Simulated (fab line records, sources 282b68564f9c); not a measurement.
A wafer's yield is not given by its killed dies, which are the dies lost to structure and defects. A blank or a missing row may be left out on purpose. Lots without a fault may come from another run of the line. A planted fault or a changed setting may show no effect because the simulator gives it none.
Comparing a struck lot with a sound one || flow rit_cmos || 16 steps out of a route of 202
Sound: these wafers, L408.1, L408.2, L408.3. Struck: wafers L407.2, L407.3, L407.6. Last of all comes the cause.
Per side, at each step with rows, come the tool, then ch with its chambers, and then its first start. Under that, the readings that differ: sound wafers || struck wafers || difference of the means || sigmas: that difference in standard deviations of wafers without a fault.
alike: same words and numbers on both sides, and readings whose means sit less than 2 such deviations apart. not compared: any withheld reading, any reading some wafer has no value for, any bound like >300 that may hide the same value, and any number with overlapping values for which the record gives no deviation.
Wherever a step has rows on one side only, a row that says differs or no value, or a row with sigmas, the two part there. When numbers do not overlap yet have no deviation, they are printed without sigmas and do not part them. Lack of a reading on every wafer of one side parts them only where that side has two or more wafers.

RIT_GATE_THK_MEAS_07:
  sound on film_metro-01 at day 6 09:38; struck on film_metro-02 at day 6 08:13
  alike: GATE_OXIDE_THK
then, 1 step without rows for these wafers: RIT_GATE_CVD_08 (deposits poly-Si from SiH4, target thk 250 nm, time 2220 s).
RIT_GATE_THK_MEAS_09:
  sound on film_metro-01 at day 6 11:31; struck on film_metro-04 at day 6 09:54
  alike: GATE_POLY_THK
then, 6 steps without rows for these wafers: RIT_GATE_HMDS_10 (prime time 60 s); RIT_GATE_COAT_11 (resist thk 850 nm); RIT_GATE_SOFTBAKE_12 (time 60 s); RIT_GATE_EXPOSE_13 (exposes mask M6, target cd 150 nm); RIT_GATE_PEB_14; RIT_GATE_DEVELOP_15 (develop time 51.25 s).
RIT_GATE_CD_MEAS_16: target cd 150 nm.
  sound on cd_sem-01 at day 6 12:25; struck on cd_sem-01 at day 6 11:02
  alike: cd_nm
RIT_GATE_OVL_MEAS_17:
  sound on overlay-02 at day 6 12:32; struck on overlay-01 at day 6 11:09
  alike: GATE_OVL
then, 1 step without rows for these wafers: RIT_GATE_HARDBAKE_18 (time 60 s).
RIT_GATE_ETCH_19: etches poly-Si in SF6/CHF3/O2, stops on SiO2, time 165 s, target depth 312.5 nm.
  sound on rie_si-01 ch 0,1,3, day 6 12:43; struck on rie_si-02 ch 1,3, day 6 11:20
  no value came back on the struck wafers for any of 7 readings (CHF3_flow_sccm (sccm), O2_flow_sccm (sccm) and others); on the sound wafers CHF3_flow_sccm (sccm) reads 30.05 29.94 29.88
{"reading": "model.NOVOLAK_of_GATE_COAT_11.thk_nm (nm)", "sound": "676.1 670.7 671.8", "struck": "752.2 749.2 751.8", "difference": "+78.2", "sigmas": ""}
{"reading": "model.SiO2_of_FOX2_OXIDATION_00.thk_nm (nm)", "sound": "245.4 239.8 242.7", "struck": "265.9 266.9 262.5", "difference": "+22.5", "sigmas": ""}
RIT_GATE_STRIP_20: strips in O2, time 180 s.
  sound on plasma_asher-01 ch 0,1, day 6 12:50; struck on plasma_asher-02 ch 0,1, day 6 11:26
  alike: drypump_motor_current_A
  not compared: rf_hours_counter_h
RIT_GATE_CD_MEAS_90: target cd 150 nm.
  sound on cd_sem-02 at day 6 13:01; struck on cd_sem-01 at day 6 11:38
{"reading": "cd_nm (nm)", "sound": "150 149 151", "struck": "- - -", "difference": "no value on the struck wafers", "sigmas": ""}
RIT_M1_PROBE_99:
  only the struck wafers here have rows in the record (prober-01, day 7 06:43); the sound ones have none

## WHERE THEY PART
Earliest at RIT_GATE_ETCH_19; latest, in this record, at RIT_M1_PROBE_99.

WHY: what the simulator had put in
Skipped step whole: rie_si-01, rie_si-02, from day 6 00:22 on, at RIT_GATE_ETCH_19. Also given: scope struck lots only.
